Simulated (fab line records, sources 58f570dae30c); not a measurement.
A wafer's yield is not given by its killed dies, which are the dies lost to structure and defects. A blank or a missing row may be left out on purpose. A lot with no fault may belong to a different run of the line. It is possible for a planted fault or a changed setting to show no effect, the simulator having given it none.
fab line records || flow berkeleyCmos170
record: {"lots": 15, "wafers": 45, "lastDay": 12}
route steps=331 shown V2@300
lots that met no fault: taken from a fault-free run of the same line
startH: hours from the record's first day to the start of the lot's first wafer shown || waitH: hours from the lot's prior step to this one || " the same as in the row above || L1.1+2: several wafers, shown together as one row || - no value, or no start was given || * or withheld: withheld || < > ~ a bound
route shown NAME@n: names a module that has steps shown in the file, with the first one's number in the route || usual: the fault-free wafers' mean and standard deviation || same: alike in all rows || chamber/n: place in a boat || sites: the reading at each site || _std_site: their standard deviation || _edge_site: outer sites' mean less inner sites' || radiusMm: for every site, how far away it sits from the centre of the wafer || mask NAME#n: copy n || behind: the tool/chamber that last shaped the wafer || hold: why the lot was held/for how many hours/how that ended || device: the n, p or np transistor that did not switch || end of line: the route-end tests of the same wafers || a step given without rows: its recipe and nothing more || killed: count of dies lost to structure and defects at first sort (not the wafer's yield) || map: per-die view of a wafer (x killed, . not killed, _ where there is no die)
set.NAME: the setting as run; set.NAME@STEP: as run at that earlier step || model.NAME: the simulator's own value behind a step, which no gauge read
a sample of lots followed through the steps of the route, with each step as a table and each wafer as a row
== steps ==
step: UCB170_V2_SOFTBAKE_08
recipe: {"resist": "KrF", "tempC": 130, "timeS": 60}
usual: {"heaterPowerTotalW": "56.81/0.051", "runLengthS": "89.12/0.15"}
{"lot.wafer": "L769.2", "tool": "lithoTrack-02", "chamber": 0, "startH": 183.49, "waitH": 0.1, "heaterPowerTotalW": 56.84, "runLengthS": 88.95}
{"lot.wafer": "L769.3", "tool": "lithoTrack-02", "chamber": 0, "startH": 183.49, "waitH": 0.1, "heaterPowerTotalW": 56.81, "runLengthS": 88.91}
{"lot.wafer": "L769.5", "tool": "lithoTrack-02", "chamber": 0, "startH": 183.49, "waitH": 0.1, "heaterPowerTotalW": 56.77, "runLengthS": 88.94}
{"lot.wafer": "L767.1", "tool": "lithoTrack-01", "chamber": 0, "startH": 183.79, "waitH": 0.1, "heaterPowerTotalW": 56.78, "runLengthS": 89.44}
{"lot.wafer": "L767.2", "tool": "lithoTrack-01", "chamber": 0, "startH": 183.79, "waitH": 0.1, "heaterPowerTotalW": 56.74, "runLengthS": 89.53}
{"lot.wafer": "L767.3", "tool": "lithoTrack-01", "chamber": 0, "startH": 183.79, "waitH": 0.1, "heaterPowerTotalW": 56.82, "runLengthS": 89.38}
{"lot.wafer": "L766.2", "tool": "lithoTrack-03", "chamber": 0, "startH": 183.81, "waitH": 0.1, "heaterPowerTotalW": 56.68, "runLengthS": 89.01}
{"lot.wafer": "L766.5", "tool": "lithoTrack-03", "chamber": 0, "startH": 183.81, "waitH": 0.1, "heaterPowerTotalW": 56.73, "runLengthS": 88.96}
{"lot.wafer": "L766.6", "tool": "lithoTrack-03", "chamber": 0, "startH": 183.81, "waitH": 0.1, "heaterPowerTotalW": 56.79, "runLengthS": 88.97}
{"lot.wafer": "L771.1", "tool": "lithoTrack-03", "chamber": 0, "startH": 200.10, "waitH": 0.1, "heaterPowerTotalW": 56.73, "runLengthS": 89.15}
{"lot.wafer": "L771.3", "tool": "lithoTrack-03", "chamber": 0, "startH": 200.10, "waitH": 0.1, "heaterPowerTotalW": 56.82, "runLengthS": 89.12}
{"lot.wafer": "L771.4", "tool": "lithoTrack-03", "chamber": 0, "startH": 200.10, "waitH": 0.1, "heaterPowerTotalW": 56.83, "runLengthS": 88.93}
{"lot.wafer": "L774.3", "tool": "lithoTrack-03", "chamber": 0, "startH": 201.85, "waitH": 0.1, "heaterPowerTotalW": 56.78, "runLengthS": 89.16}
{"lot.wafer": "L774.5", "tool": "lithoTrack-03", "chamber": 0, "startH": 201.85, "waitH": 0.1, "heaterPowerTotalW": 56.88, "runLengthS": 88.99}
{"lot.wafer": "L774.6", "tool": "lithoTrack-03", "chamber": 0, "startH": 201.85, "waitH": 0.1, "heaterPowerTotalW": 56.80, "runLengthS": 89.06}
{"lot.wafer": "L773.1", "tool": "lithoTrack-03", "chamber": 0, "startH": 210.58, "waitH": 0.1, "heaterPowerTotalW": 56.89, "runLengthS": 89.35}
{"lot.wafer": "L773.5", "tool": "lithoTrack-03", "chamber": 0, "startH": 210.58, "waitH": 0.1, "heaterPowerTotalW": 56.87, "runLengthS": 88.98}
{"lot.wafer": "L773.6", "tool": "lithoTrack-03", "chamber": 0, "startH": 210.58, "waitH": 0.1, "heaterPowerTotalW": 56.76, "runLengthS": 89.04}
{"lot.wafer": "L777.1", "tool": "lithoTrack-03", "chamber": 0, "startH": 225.67, "waitH": 0.1, "heaterPowerTotalW": 56.78, "runLengthS": 88.97}
{"lot.wafer": "L777.3", "tool": "lithoTrack-03", "chamber": 0, "startH": 225.67, "waitH": 0.1, "heaterPowerTotalW": 56.82, "runLengthS": 88.99}
{"lot.wafer": "L777.5", "tool": "lithoTrack-03", "chamber": 0, "startH": 225.67, "waitH": 0.1, "heaterPowerTotalW": 56.88, "runLengthS": 89.17}
{"lot.wafer": "L779.1", "tool": "lithoTrack-01", "chamber": 0, "startH": 238.86, "waitH": 0.1, "heaterPowerTotalW": 56.81, "runLengthS": 89.14}
{"lot.wafer": "L779.3", "tool": "lithoTrack-01", "chamber": 0, "startH": 238.86, "waitH": 0.1, "heaterPowerTotalW": 56.82, "runLengthS": 89.18}
{"lot.wafer": "L779.6", "tool": "lithoTrack-01", "chamber": 0, "startH": 238.86, "waitH": 0.1, "heaterPowerTotalW": 56.78, "runLengthS": 89.15}
{"lot.wafer": "L781.1", "tool": "lithoTrack-03", "chamber": 0, "startH": 239.13, "waitH": 0.1, "heaterPowerTotalW": 61.34, "runLengthS": 75.04}
{"lot.wafer": "L781.4", "tool": "lithoTrack-03", "chamber": 0, "startH": 239.13, "waitH": 0.1, "heaterPowerTotalW": 61.30, "runLengthS": 74.85}
{"lot.wafer": "L781.5", "tool": "lithoTrack-03", "chamber": 0, "startH": 239.13, "waitH": 0.1, "heaterPowerTotalW": 61.40, "runLengthS": 75.13}
{"lot.wafer": "L782.2", "tool": "lithoTrack-03", "chamber": 0, "startH": 240.05, "waitH": 0.1, "heaterPowerTotalW": 61.34, "runLengthS": 75.16}
{"lot.wafer": "L782.5", "tool": "lithoTrack-03", "chamber": 0, "startH": 240.05, "waitH": 0.1, "heaterPowerTotalW": 61.31, "runLengthS": 74.97}
{"lot.wafer": "L782.6", "tool": "lithoTrack-03", "chamber": 0, "startH": 240.05, "waitH": 0.1, "heaterPowerTotalW": 61.32, "runLengthS": 75.06}
{"lot.wafer": "L780.1", "tool": "lithoTrack-03", "chamber": 0, "startH": 245.06, "waitH": 0.1, "heaterPowerTotalW": 61.24, "runLengthS": 75.20}
{"lot.wafer": "L780.2", "tool": "lithoTrack-03", "chamber": 0, "startH": 245.06, "waitH": 0.1, "heaterPowerTotalW": 61.27, "runLengthS": 75.01}
{"lot.wafer": "L780.3", "tool": "lithoTrack-03", "chamber": 0, "startH": 245.06, "waitH": 0.1, "heaterPowerTotalW": 61.33, "runLengthS": 75.06}
{"lot.wafer": "L788.2", "tool": "lithoTrack-01", "chamber": 0, "startH": 273.20, "waitH": 0.1, "heaterPowerTotalW": 56.83, "runLengthS": 89.50}
{"lot.wafer": "L788.4", "tool": "lithoTrack-01", "chamber": 0, "startH": 273.20, "waitH": 0.1, "heaterPowerTotalW": 56.91, "runLengthS": 89.36}
{"lot.wafer": "L788.5", "tool": "lithoTrack-01", "chamber": 0, "startH": 273.20, "waitH": 0.1, "heaterPowerTotalW": 56.74, "runLengthS": 89.14}
{"lot.wafer": "L785.1", "tool": "lithoTrack-02", "chamber": 0, "startH": 273.62, "waitH": 0.1, "heaterPowerTotalW": 56.89, "runLengthS": 89.26}
{"lot.wafer": "L785.2", "tool": "lithoTrack-02", "chamber": 0, "startH": 273.62, "waitH": 0.1, "heaterPowerTotalW": 56.79, "runLengthS": 89.01}
{"lot.wafer": "L785.4", "tool": "lithoTrack-02", "chamber": 0, "startH": 273.62, "waitH": 0.1, "heaterPowerTotalW": 56.80, "runLengthS": 89.11}
{"lot.wafer": "L786.1", "tool": "lithoTrack-01", "chamber": 0, "startH": 273.62, "waitH": 0.1, "heaterPowerTotalW": 56.89, "runLengthS": 89.34}
{"lot.wafer": "L786.3", "tool": "lithoTrack-01", "chamber": 0, "startH": 273.62, "waitH": 0.1, "heaterPowerTotalW": 56.75, "runLengthS": 89.25}
{"lot.wafer": "L786.5", "tool": "lithoTrack-01", "chamber": 0, "startH": 273.62, "waitH": 0.1, "heaterPowerTotalW": 56.81, "runLengthS": 89.19}
{"lot.wafer": "L789.1", "tool": "lithoTrack-02", "chamber": 0, "startH": 281.40, "waitH": 0.1, "heaterPowerTotalW": 56.76, "runLengthS": 89.06}
{"lot.wafer": "L789.3", "tool": "lithoTrack-02", "chamber": 0, "startH": 281.40, "waitH": 0.1, "heaterPowerTotalW": 56.82, "runLengthS": 88.99}
{"lot.wafer": "L789.5", "tool": "lithoTrack-02", "chamber": 0, "startH": 281.40, "waitH": 0.1, "heaterPowerTotalW": 56.84, "runLengthS": 89.04}
== key ==
firstSign: {"step": "UCB170_V2_SOFTBAKE_08", "reading": "runLengthS", "direction": "down", "sigmas": 92, "usual": "*", "struck": "*"}
effect: {"step": "UCB170_V2_SOFTBAKE_08", "reading": "heaterPowerTotalW", "direction": "up", "sigmas": 89, "usual": 56.81, "struck": 61.32}
metAt UCB170_V2_SOFTBAKE_08
struckLots L780,L781,L782
onsetBetween 225.67 239.13
fault: {"kind": "processParameterDrift", "tool": "lithoTrack-03", "chamber": "-", "onsetH": 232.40, "steps": "UCB170_V2_SOFTBAKE_08", "channel": "timeS", "offset": "*", "shape": "step", "endH": 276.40, "actsIn": "*", "stated": "*"}
